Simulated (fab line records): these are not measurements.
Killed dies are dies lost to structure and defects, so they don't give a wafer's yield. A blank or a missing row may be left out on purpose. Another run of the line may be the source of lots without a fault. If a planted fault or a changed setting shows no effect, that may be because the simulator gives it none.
Split-lot study :: flow ritCmos :: 23 wafers read from 5 lots, route of 202 steps

ON THE SPLIT
At RIT_NWELL_COAT_01 (resist thk 1300 nm), the setting resistThkNm was moved away from the recipe's 1300 nm on 8 of the 23 wafers read, by -3.9% to +1.5%. The other wafers ran this setting at the recipe's value.

FROM THE SPLIT TO THE READING: what the file shows between them, 3 steps
- RIT_NWELL_SOFTBAKE_02: time 60 s
- RIT_NWELL_EXPOSE_03: exposes mask M2, target cd 43900 nm
- RIT_NWELL_DEVELOP_05: develop time 68 s

THE READING
NOVOLAK_of_NWELL_COAT_01.thkNm (the simulator's own value, which no gauge read), in nm, at RIT_NWELL_HARDBAKE_07 (time 120 s). The file does not state a usual value for it. Across the 15 wafers here that went through the recipe, the average is 1137 nm and the standard deviation 3.1 nm.

wafer: L074.1
tool, chamber at the split: lithoTrack-04, 0
resistThkNm as run, nm: 1300
against the recipe: recipe
NOVOLAK_of_NWELL_COAT_01.thkNm, nm: 1138
against lot-mates on the recipe: -

wafer: L074.2
tool, chamber at the split: lithoTrack-04, 0
resistThkNm as run, nm: 1258
against the recipe: -3.2%
NOVOLAK_of_NWELL_COAT_01.thkNm, nm: 1104
against lot-mates on the recipe: -36

wafer: L074.3
tool, chamber at the split: lithoTrack-04, 0
resistThkNm as run, nm: 1258
against the recipe: -3.2%
NOVOLAK_of_NWELL_COAT_01.thkNm, nm: 1101
against lot-mates on the recipe: -39

wafer: L074.5
tool, chamber at the split: lithoTrack-04, 0
resistThkNm as run, nm: 1258
against the recipe: -3.2%
NOVOLAK_of_NWELL_COAT_01.thkNm, nm: 1103
against lot-mates on the recipe: -37

wafer: L074.6
tool, chamber at the split: lithoTrack-04, 0
resistThkNm as run, nm: 1300
against the recipe: recipe
NOVOLAK_of_NWELL_COAT_01.thkNm, nm: 1142
against lot-mates on the recipe: -

wafer: L076.1
tool, chamber at the split: lithoTrack-04, 0
resistThkNm as run, nm: 1320
against the recipe: +1.5%
NOVOLAK_of_NWELL_COAT_01.thkNm, nm: 1156
against lot-mates on the recipe: +18

wafer: L076.2
tool, chamber at the split: lithoTrack-04, 0
resistThkNm as run, nm: 1320
against the recipe: +1.5%
NOVOLAK_of_NWELL_COAT_01.thkNm, nm: 1153
against lot-mates on the recipe: +16

wafer: L076.3
tool, chamber at the split: lithoTrack-04, 0
resistThkNm as run, nm: 1320
against the recipe: +1.5%
NOVOLAK_of_NWELL_COAT_01.thkNm, nm: 1157
against lot-mates on the recipe: +20

wafer: L076.4
tool, chamber at the split: lithoTrack-04, 0
resistThkNm as run, nm: 1300
against the recipe: recipe
NOVOLAK_of_NWELL_COAT_01.thkNm, nm: 1138
against lot-mates on the recipe: -

wafer: L076.6
tool, chamber at the split: lithoTrack-04, 0
resistThkNm as run, nm: 1300
against the recipe: recipe
NOVOLAK_of_NWELL_COAT_01.thkNm, nm: 1137
against lot-mates on the recipe: -

wafer: L080.1
tool, chamber at the split: lithoTrack-04, 0
resistThkNm as run, nm: 1300
against the recipe: recipe
NOVOLAK_of_NWELL_COAT_01.thkNm, nm: 1132
against lot-mates on the recipe: -

wafer: L080.2
tool, chamber at the split: lithoTrack-04, 0
resistThkNm as run, nm: 1300
against the recipe: recipe
NOVOLAK_of_NWELL_COAT_01.thkNm, nm: 1134
against lot-mates on the recipe: -

wafer: L080.3
tool, chamber at the split: lithoTrack-04, 0
resistThkNm as run, nm: 1300
against the recipe: recipe
NOVOLAK_of_NWELL_COAT_01.thkNm, nm: 1136
against lot-mates on the recipe: -

wafer: L080.5
tool, chamber at the split: lithoTrack-04, 0
resistThkNm as run, nm: 1249
against the recipe: -3.9%
NOVOLAK_of_NWELL_COAT_01.thkNm, nm: 1089
against lot-mates on the recipe: -45

wafer: L080.6
tool, chamber at the split: lithoTrack-04, 0
resistThkNm as run, nm: 1249
against the recipe: -3.9%
NOVOLAK_of_NWELL_COAT_01.thkNm, nm: 1089
against lot-mates on the recipe: -45

wafer: L084.1
tool, chamber at the split: lithoTrack-04, 0
resistThkNm as run, nm: 1300
against the recipe: recipe
NOVOLAK_of_NWELL_COAT_01.thkNm, nm: 1136
against lot-mates on the recipe: -

wafer: L084.3
tool, chamber at the split: lithoTrack-04, 0
resistThkNm as run, nm: 1300
against the recipe: recipe
NOVOLAK_of_NWELL_COAT_01.thkNm, nm: 1136
against lot-mates on the recipe: -

wafer: L084.4
tool, chamber at the split: lithoTrack-04, 0
resistThkNm as run, nm: 1300
against the recipe: recipe
NOVOLAK_of_NWELL_COAT_01.thkNm, nm: 1142
against lot-mates on the recipe: -

wafer: L084.5
tool, chamber at the split: lithoTrack-04, 0
resistThkNm as run, nm: 1300
against the recipe: recipe
NOVOLAK_of_NWELL_COAT_01.thkNm, nm: 1139
against lot-mates on the recipe: -

wafer: L084.6
tool, chamber at the split: lithoTrack-04, 0
resistThkNm as run, nm: 1300
against the recipe: recipe
NOVOLAK_of_NWELL_COAT_01.thkNm, nm: 1140
against lot-mates on the recipe: -

wafer: L085.2
tool, chamber at the split: lithoTrack-04, 0
resistThkNm as run, nm: 1300
against the recipe: recipe
NOVOLAK_of_NWELL_COAT_01.thkNm, nm: 1133
against lot-mates on the recipe: -

wafer: L085.4
tool, chamber at the split: lithoTrack-04, 0
resistThkNm as run, nm: 1300
against the recipe: recipe
NOVOLAK_of_NWELL_COAT_01.thkNm, nm: 1132
against lot-mates on the recipe: -

wafer: L085.6
tool, chamber at the split: lithoTrack-04, 0
resistThkNm as run, nm: 1300
against the recipe: recipe
NOVOLAK_of_NWELL_COAT_01.thkNm, nm: 1136
against lot-mates on the recipe: -

THE FIT
A straight line over all 23 wafers: NOVOLAK_of_NWELL_COAT_01.thkNm changes by +11.5 nm for each +1% of resistThkNm; r = +0.99; the points scatter about the line by 3.1 nm.
The same after taking each lot's own level away (the mean of its wafers on the recipe; 23 wafers): +11.5 nm for each +1%; r = +1.00; scatter 1.8 nm.
Per that fit: largest resistThkNm move, reading shift of 45 nm.
The lots' own levels span 1133.7 to 1140.0 nm, that is 2.1 times the standard deviation above.
The two slopes agree, so the slope changes little with the lot-to-lot level.
Check: for one of the wafers moved furthest among these (-3.9%), held out of the fit, the line's prediction against its lot-mates is -45.3 nm. Against them it came out at -45 nm.

THE WHOLE CHAIN: every reading that the file lists as answering this split, in the file's order
step: RIT_NWELL_COAT_01
what it does: resist thk 1300 nm
reading: NOVOLAK_of_NWELL_COAT_01.thkNm (the simulator's own value, which no gauge read)
change (the file's fit): +13.5 nm for each +1% of the setting
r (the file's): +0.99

step: RIT_NWELL_HARDBAKE_07
what it does: time 120 s
reading: NOVOLAK_of_NWELL_COAT_01.thkNm (the simulator's own value, which no gauge read)
change (the file's fit): +11.6 nm for each +1% of the setting
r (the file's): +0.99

FILE'S OWN FIT
NOVOLAK_of_NWELL_COAT_01.thkNm changes by +11.6 nm for each +1% of resistThkNm, r = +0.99.
